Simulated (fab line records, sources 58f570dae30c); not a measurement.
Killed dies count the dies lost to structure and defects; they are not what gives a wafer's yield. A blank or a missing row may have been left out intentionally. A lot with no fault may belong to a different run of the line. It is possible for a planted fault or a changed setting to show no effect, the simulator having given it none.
Check for tools in common	flow berkeley-cmos170	Lots sampled 14, wafers sampled 42

== WHY THIS WAS OPENED ==
UCB170_NVT_TW_MEAS_09, reading NVT_TW: flagged on 2 of 14 lots. No-fault wafers: 521, standard deviation 4.4.
Rule: a lot is flagged when every wafer of it that has a number lies more than 4 standard deviations from that mean, or none has a number. The rest of the lots are taken to be sound.

lot	measured	on	NVT_TW, wafer by wafer	flag
L554	day 5 07:43	film-metro-02	516 520 517	
L553	day 5 07:56	film-metro-01	522 524 524	
L555	day 5 21:17	film-metro-04	526 523 524	
L558	day 6 14:20	film-metro-02	513 513 513	
L557	day 6 14:34	film-metro-01	526 522 519	
L559	day 7 03:14	film-metro-01	521 523 525	
L561	day 7 11:50	film-metro-02	516 515 516	
L560	day 7 12:07	film-metro-02	516 518 514	
L562	day 7 16:22	film-metro-04	526 524 528	
L563	day 7 23:46	film-metro-02	515 515 515	
L564	day 8 00:05	film-metro-01	522 522 525	
L566	day 8 06:33	film-metro-04	525 526 526	
L573	day 9 22:54	film-metro-02	585 587 585	FLAGGED
L576	day 10 18:51	film-metro-02	587 587 587	FLAGGED
The mean of the flagged lots' numbers is 586, +65 from the usual (+15 standard deviations).

== WHICH TOOL EACH LOT WENT THROUGH ==
The record keeps 1 process step preceding the reading, out of 331 steps on the route. Read each cell as the tool, then ch plus the chambers that the sampled wafers visited, then the start.
lot	flag	UCB170_NVT_IMPLANT_07
L554		implanter-03 ch 0, day 5 07:28
L553		implanter-01 ch 0, day 5 07:41
L555		implanter-03 ch 0, day 5 21:04
L558		implanter-01 ch 0, day 6 14:05
L557		implanter-02 ch 0, day 6 14:20
L559		implanter-01 ch 0, day 7 02:59
L561		implanter-01 ch 0, day 7 11:35
L560		implanter-02 ch 0, day 7 11:52
L562		implanter-02 ch 0, day 7 16:08
L563		implanter-03 ch 0, day 7 23:33
L564		implanter-01 ch 0, day 7 23:51
L566		implanter-01 ch 0, day 8 06:18
L573	FLAGGED	implanter-02 ch 0, day 9 22:39
L576	FLAGGED	implanter-02 ch 0, day 10 18:36
These steps, and what they do:
- UCB170_NVT_IMPLANT_07
- UCB170_NVT_TW_MEAS_09

== FLAGGED OVER TOTAL, TOOL BY TOOL (the gauges that took the reading come last) ==
step	tool	lots run	flagged	share of the flagged lots	sound lots run after its first flagged lot
UCB170_NVT_IMPLANT_07	implanter-01	6	0	none	-
UCB170_NVT_IMPLANT_07	implanter-02	5	2	all	0
UCB170_NVT_IMPLANT_07	implanter-03	3	0	none	-
UCB170_NVT_TW_MEAS_09	film-metro-01	4	0	none	-
UCB170_NVT_TW_MEAS_09	film-metro-02	7	2	all	0
UCB170_NVT_TW_MEAS_09	film-metro-04	3	0	none	-

== THE TABLE: WHAT IT ALLOWS ==
Table rows that saw every flagged lot: 2, namely implanter-02 at UCB170_NVT_IMPLANT_07 and film-metro-02 at UCB170_NVT_TW_MEAS_09.
- implanter-02 at UCB170_NVT_IMPLANT_07: 2 of its 5 lots flagged. Its last sound lot is L562 (day 7 16:08), its first flagged lot L573 (day 9 22:39): a fault that began between those two fits. Its own readings lie more than 4 standard deviations out on every wafer of the flagged lots: dose-ions-cm2, faraday-current-uA.
- film-metro-02 at UCB170_NVT_TW_MEAS_09: 2 of its 7 lots flagged. Its last sound lot is L563 (day 7 23:46), its first flagged lot L573 (day 9 22:54): a fault that began between those two fits.
Counting lots can't tell these 2 tools apart, because each fits a fault that began at some hour. More lots, or a look at what each step does to the wafer, might.

== WHAT THE SIMULATOR HAD PUT IN ==
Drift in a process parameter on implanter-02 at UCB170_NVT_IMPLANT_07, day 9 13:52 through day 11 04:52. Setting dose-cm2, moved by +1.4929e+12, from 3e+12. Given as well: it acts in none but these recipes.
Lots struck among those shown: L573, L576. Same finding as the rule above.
